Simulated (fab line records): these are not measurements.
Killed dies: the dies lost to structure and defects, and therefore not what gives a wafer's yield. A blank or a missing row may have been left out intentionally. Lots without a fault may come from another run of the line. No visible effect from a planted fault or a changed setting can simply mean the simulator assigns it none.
Which tool was responsible? || flow berkeleyCmos170 || 13 lots, 39 wafers sampled, at 6 steps of a route of 331

## WHAT THE GAUGES READ, wafer by wafer
UCB170_NWELL_OVL_MEAS_12. Usual: for NWELL_OVL the level is -2 nm and the standard deviation is 5.1.
{"lot": "L884", "measured": "day 2 07:35", "on": "overlay-01", "NWELL_OVL (nm)": "1 2 8", "flag": ""}
{"lot": "L885", "measured": "day 2 10:52", "on": "overlay-01", "NWELL_OVL (nm)": "3 -7 -2", "flag": ""}
{"lot": "L886", "measured": "day 2 16:35", "on": "overlay-02", "NWELL_OVL (nm)": "-10 -2 -1", "flag": ""}
{"lot": "L889", "measured": "day 3 12:08", "on": "overlay-02", "NWELL_OVL (nm)": "3 -2 2", "flag": ""}
{"lot": "L891", "measured": "day 3 18:49", "on": "overlay-02", "NWELL_OVL (nm)": "-5 2 -1", "flag": ""}
{"lot": "L890", "measured": "day 3 18:59", "on": "overlay-01", "NWELL_OVL (nm)": "-9 -2 -11", "flag": ""}
{"lot": "L893", "measured": "day 4 09:14", "on": "overlay-02", "NWELL_OVL (nm)": "-11 -11 -8", "flag": ""}
{"lot": "L895", "measured": "day 4 20:17", "on": "overlay-02", "NWELL_OVL (nm)": "-6 -6 -7", "flag": ""}
{"lot": "L897", "measured": "day 5 06:40", "on": "overlay-01", "NWELL_OVL (nm)": "- - -", "flag": "OFF"}
{"lot": "L901", "measured": "day 5 23:56", "on": "overlay-02", "NWELL_OVL (nm)": "4 2 0", "flag": ""}
{"lot": "L905", "measured": "day 6 12:15", "on": "overlay-02", "NWELL_OVL (nm)": "-4 -2 4", "flag": ""}
{"lot": "L906", "measured": "day 6 22:56", "on": "overlay-01", "NWELL_OVL (nm)": "4 7 8", "flag": ""}
{"lot": "L907", "measured": "day 6 23:13", "on": "overlay-01", "NWELL_OVL (nm)": "-4 -5 -2", "flag": ""}

UCB170_NWELL_TW_MEAS_16. Usual: for NWELL_TW the level is 1239 and the standard deviation is 12.
{"lot": "L884", "measured": "day 2 07:59", "on": "filmMetro-04", "NWELL_TW": "1261 1256 1257", "flag": ""}
{"lot": "L885", "measured": "day 2 11:15", "on": "filmMetro-04", "NWELL_TW": "1261 1260 1260", "flag": ""}
{"lot": "L886", "measured": "day 2 16:58", "on": "filmMetro-04", "NWELL_TW": "1254 1248 1251", "flag": ""}
{"lot": "L889", "measured": "day 3 12:31", "on": "filmMetro-02", "NWELL_TW": "1235 1228 1228", "flag": ""}
{"lot": "L891", "measured": "day 3 19:12", "on": "filmMetro-04", "NWELL_TW": "1243 1249 1248", "flag": ""}
{"lot": "L890", "measured": "day 3 19:22", "on": "filmMetro-02", "NWELL_TW": "1240 1237 1228", "flag": ""}
{"lot": "L893", "measured": "day 4 09:37", "on": "filmMetro-02", "NWELL_TW": "1233 1233 1233", "flag": ""}
{"lot": "L895", "measured": "day 4 20:41", "on": "filmMetro-04", "NWELL_TW": "1249 1249 1249", "flag": ""}
{"lot": "L897", "measured": "day 5 07:04", "on": "filmMetro-02", "NWELL_TW": "30 30 30", "flag": "OFF"}
{"lot": "L901", "measured": "day 6 00:23", "on": "filmMetro-01", "NWELL_TW": "1221 1223 1223", "flag": ""}
{"lot": "L905", "measured": "day 6 12:38", "on": "filmMetro-04", "NWELL_TW": "1245 1250 1247", "flag": ""}
{"lot": "L906", "measured": "day 6 23:19", "on": "filmMetro-01", "NWELL_TW": "1222 1224 1223", "flag": ""}
{"lot": "L907", "measured": "day 6 23:36", "on": "filmMetro-04", "NWELL_TW": "1251 1248 1248", "flag": ""}

UCB170_ACTIVE_THK_MEAS_03. Usual: for ACTIVE_OXIDE_THK the level is 26.4 nm and the standard deviation is 0.42.
{"lot": "L884", "measured": "day 3 23:17", "on": "filmMetro-02", "ACTIVE_OXIDE_THK (nm)": "26.8 26.7 27.1", "flag": ""}
{"lot": "L885", "measured": "day 4 05:04", "on": "filmMetro-03", "ACTIVE_OXIDE_THK (nm)": "26.1 26.1 26.0", "flag": ""}
{"lot": "L886", "measured": "day 4 05:03", "on": "filmMetro-02", "ACTIVE_OXIDE_THK (nm)": "26.1 26.7 26.0", "flag": ""}
{"lot": "L889", "measured": "day 5 00:44", "on": "filmMetro-03", "ACTIVE_OXIDE_THK (nm)": "26.3 26.1 26.4", "flag": ""}
{"lot": "L891", "measured": "day 5 10:41", "on": "filmMetro-01", "ACTIVE_OXIDE_THK (nm)": "26.5 26.0 26.5", "flag": ""}
{"lot": "L890", "measured": "day 5 10:41", "on": "filmMetro-03", "ACTIVE_OXIDE_THK (nm)": "26.3 26.2 26.1", "flag": ""}
{"lot": "L893", "measured": "day 5 21:53", "on": "filmMetro-02", "ACTIVE_OXIDE_THK (nm)": "25.8 25.8 26.1", "flag": ""}
{"lot": "L895", "measured": "day 6 06:10", "on": "filmMetro-01", "ACTIVE_OXIDE_THK (nm)": "26.2 26.2 25.9", "flag": ""}
{"lot": "L901", "measured": "day 7 06:40", "on": "filmMetro-01", "ACTIVE_OXIDE_THK (nm)": "26.3 26.8 26.8", "flag": ""}
{"lot": "L905", "measured": "day 8 06:58", "on": "filmMetro-02", "ACTIVE_OXIDE_THK (nm)": "26.8 26.8 27.0", "flag": ""}
{"lot": "L906", "measured": "day 8 12:34", "on": "filmMetro-02", "ACTIVE_OXIDE_THK (nm)": "26.6 26.4 26.9", "flag": ""}
{"lot": "L907", "measured": "day 8 12:34", "on": "filmMetro-01", "ACTIVE_OXIDE_THK (nm)": "26.3 26.0 26.2", "flag": ""}

UCB170_NLDD_OVL_MEAS_07. Usual: for NLDD_OVL the level is 0 nm and the standard deviation is 7.4.
{"lot": "L884", "measured": "day 6 13:40", "on": "overlay-01", "NLDD_OVL (nm)": "1 -1 2", "flag": ""}
{"lot": "L885", "measured": "day 6 19:42", "on": "overlay-02", "NLDD_OVL (nm)": "-1 6 -1", "flag": ""}
{"lot": "L886", "measured": "day 6 19:17", "on": "overlay-01", "NLDD_OVL (nm)": "27 22 20", "flag": "OFF"}
{"lot": "L889", "measured": "day 7 12:31", "on": "overlay-01", "NLDD_OVL (nm)": "0 -7 3", "flag": ""}
{"lot": "L891", "measured": "day 7 23:44", "on": "overlay-02", "NLDD_OVL (nm)": "-3 -3 -4", "flag": ""}
{"lot": "L890", "measured": "day 8 00:38", "on": "overlay-02", "NLDD_OVL (nm)": "10 6 4", "flag": ""}
{"lot": "L893", "measured": "day 8 09:56", "on": "overlay-02", "NLDD_OVL (nm)": "-12 -5 -6", "flag": ""}
{"lot": "L895", "measured": "day 8 23:53", "on": "overlay-02", "NLDD_OVL (nm)": "12 5 13", "flag": ""}
{"lot": "L901", "measured": "day 9 15:21", "on": "overlay-01", "NLDD_OVL (nm)": "-1 4 1", "flag": ""}
{"lot": "L905", "measured": "day 10 17:57", "on": "overlay-01", "NLDD_OVL (nm)": "-6 -6 5", "flag": ""}
{"lot": "L906", "measured": "day 10 18:23", "on": "overlay-01", "NLDD_OVL (nm)": "-8 7 -3", "flag": ""}
{"lot": "L907", "measured": "day 11 01:03", "on": "overlay-01", "NLDD_OVL (nm)": "-2 -14 -10", "flag": ""}

UCB170_NSD_CD_MEAS_06 targets a cd of 1200 nm. Usual: cdNm reads 1199.6 nm (standard deviation 1.2).
{"lot": "L884", "measured": "day 6 20:08", "on": "cdSem-01", "cdNm (nm)": "1199.1 1199.4 1198.9", "flag": ""}
{"lot": "L885", "measured": "day 7 06:19", "on": "cdSem-02", "cdNm (nm)": "1199.7 1199.1 1198.8", "flag": ""}
{"lot": "L886", "measured": "day 7 05:18", "on": "cdSem-02", "cdNm (nm)": "1198.9 1198.5 1199.2", "flag": ""}
{"lot": "L889", "measured": "day 8 00:11", "on": "cdSem-01", "cdNm (nm)": "1199.1 1199.2 1198.7", "flag": ""}
{"lot": "L891", "measured": "day 8 09:46", "on": "cdSem-02", "cdNm (nm)": "1200.4 1199.8 1199.5", "flag": ""}
{"lot": "L890", "measured": "day 8 09:14", "on": "cdSem-02", "cdNm (nm)": "1201.5 1200.2 1201.8", "flag": ""}
{"lot": "L893", "measured": "day 8 18:29", "on": "cdSem-01", "cdNm (nm)": "1198.8 1199.4 1199.7", "flag": ""}
{"lot": "L895", "measured": "day 9 09:43", "on": "cdSem-01", "cdNm (nm)": "1199.3 1201.1 1200.0", "flag": ""}
{"lot": "L901", "measured": "day 10 00:53", "on": "cdSem-01", "cdNm (nm)": "1198.8 1200.5 1200.2", "flag": ""}
{"lot": "L905", "measured": "day 11 00:56", "on": "cdSem-01", "cdNm (nm)": "1202.1 1200.8 1202.1", "flag": ""}
{"lot": "L906", "measured": "day 11 06:21", "on": "cdSem-02", "cdNm (nm)": "1201.6 1203.0 1201.7", "flag": ""}
{"lot": "L907", "measured": "day 11 11:29", "on": "cdSem-02", "cdNm (nm)": "1199.3 1199.9 1200.0", "flag": ""}

## EACH LOT AND THE TOOL THAT RAN IT (in order: tool; ch and the chambers of the sampled wafers; start)
{"lot": "L884", "UCB170_NWELL_EXPOSE_09": "krfScanner-01 ch 0, day 2 07:13"}
{"lot": "L885", "UCB170_NWELL_EXPOSE_09": "krfScanner-02 ch 0, day 2 10:29"}
{"lot": "L886", "UCB170_NWELL_EXPOSE_09": "krfScanner-02 ch 0, day 2 16:11"}
{"lot": "L889", "UCB170_NWELL_EXPOSE_09": "krfScanner-02 ch 0, day 3 11:19"}
{"lot": "L891", "UCB170_NWELL_EXPOSE_09": "krfScanner-02 ch 0, day 3 17:58"}
{"lot": "L890", "UCB170_NWELL_EXPOSE_09": "krfScanner-01 ch 0, day 3 18:14"}
{"lot": "L893", "UCB170_NWELL_EXPOSE_09": "krfScanner-02 ch 0, day 4 08:50"}
{"lot": "L895", "UCB170_NWELL_EXPOSE_09": "krfScanner-01 ch 0, day 4 19:45"}
{"lot": "L897", "UCB170_NWELL_EXPOSE_09": "krfScanner-02 ch 0, day 5 06:18"}
{"lot": "L901", "UCB170_NWELL_EXPOSE_09": "krfScanner-02 ch 0, day 5 23:29"}
{"lot": "L905", "UCB170_NWELL_EXPOSE_09": "krfScanner-02 ch 0, day 6 11:32"}
{"lot": "L906", "UCB170_NWELL_EXPOSE_09": "krfScanner-02 ch 0, day 6 22:32"}
{"lot": "L907", "UCB170_NWELL_EXPOSE_09": "krfScanner-02 ch 0, day 6 22:40"}
- UCB170_NWELL_EXPOSE_09: exposes mask NWELL, target cd 3000 nm.

## AS READ BY THE TOOLS THEMSELVES (means over the sampled wafers that have a number; for cases with no such wafer, the mark the record gives instead)
UCB170_NWELL_EXPOSE_09. Usual: focusOffsetNm 0.0 nm, standard deviation 0.45; stageVelMmS 499.99 mm/s, standard deviation 0.29.
{"lot": "L884", "tool": "krfScanner-01", "focusOffsetNm (nm)": -0.4, "stageVelMmS (mm/s)": 500.01, "flag": ""}
{"lot": "L885", "tool": "krfScanner-02", "focusOffsetNm (nm)": -0.1, "stageVelMmS (mm/s)": 499.97, "flag": ""}
{"lot": "L886", "tool": "krfScanner-02", "focusOffsetNm (nm)": -0.1, "stageVelMmS (mm/s)": 499.62, "flag": ""}
{"lot": "L889", "tool": "krfScanner-02", "focusOffsetNm (nm)": 0.3, "stageVelMmS (mm/s)": 499.81, "flag": ""}
{"lot": "L891", "tool": "krfScanner-02", "focusOffsetNm (nm)": -0.1, "stageVelMmS (mm/s)": 499.55, "flag": ""}
{"lot": "L890", "tool": "krfScanner-01", "focusOffsetNm (nm)": 0.5, "stageVelMmS (mm/s)": 499.96, "flag": ""}
{"lot": "L893", "tool": "krfScanner-02", "focusOffsetNm (nm)": 0.4, "stageVelMmS (mm/s)": 500.16, "flag": ""}
{"lot": "L895", "tool": "krfScanner-01", "focusOffsetNm (nm)": -0.5, "stageVelMmS (mm/s)": 499.62, "flag": ""}
{"lot": "L897", "tool": "krfScanner-02", "focusOffsetNm (nm)": -0.0, "stageVelMmS (mm/s)": 499.97, "flag": ""}
{"lot": "L901", "tool": "krfScanner-02", "focusOffsetNm (nm)": 0.7, "stageVelMmS (mm/s)": 500.16, "flag": ""}
{"lot": "L905", "tool": "krfScanner-02", "focusOffsetNm (nm)": 0.5, "stageVelMmS (mm/s)": 500.18, "flag": ""}
{"lot": "L906", "tool": "krfScanner-02", "focusOffsetNm (nm)": -0.4, "stageVelMmS (mm/s)": 500.50, "flag": ""}
{"lot": "L907", "tool": "krfScanner-02", "focusOffsetNm (nm)": 0.0, "stageVelMmS (mm/s)": 499.87, "flag": ""}

## THE ANSWER, worked out from the rows above alone
Rule: a lot counts as off when the mean over its wafers that have a number is more than 3 standard deviations away from the usual mean. A lot without any number at a reading at which 4 lots or more have one is off too. Where the step has rows for the other lots, those lots are counted as sound. First the gauges in route order, then the tools' own readings, where a lot's mean is used as printed above. At the first step where some lot is off, the reading lying furthest off is the one used; lots without a number count as furthest.
Off: L897, seen at UCB170_NWELL_OVL_MEAS_12 (NWELL_OVL). Without a number there: L897.
A tool fits if, at a process step before that reading, it ran every lot that is off, and no sound lot after the first of them. The gauges at UCB170_NWELL_OVL_MEAS_12 aren't tried: what is off there is off at UCB170_NWELL_TW_MEAS_16 too, on other tools, and a gauge's error can't cause that. No candidate that was tried fits.

## WHAT WAS PUT IN BY THE SIMULATOR
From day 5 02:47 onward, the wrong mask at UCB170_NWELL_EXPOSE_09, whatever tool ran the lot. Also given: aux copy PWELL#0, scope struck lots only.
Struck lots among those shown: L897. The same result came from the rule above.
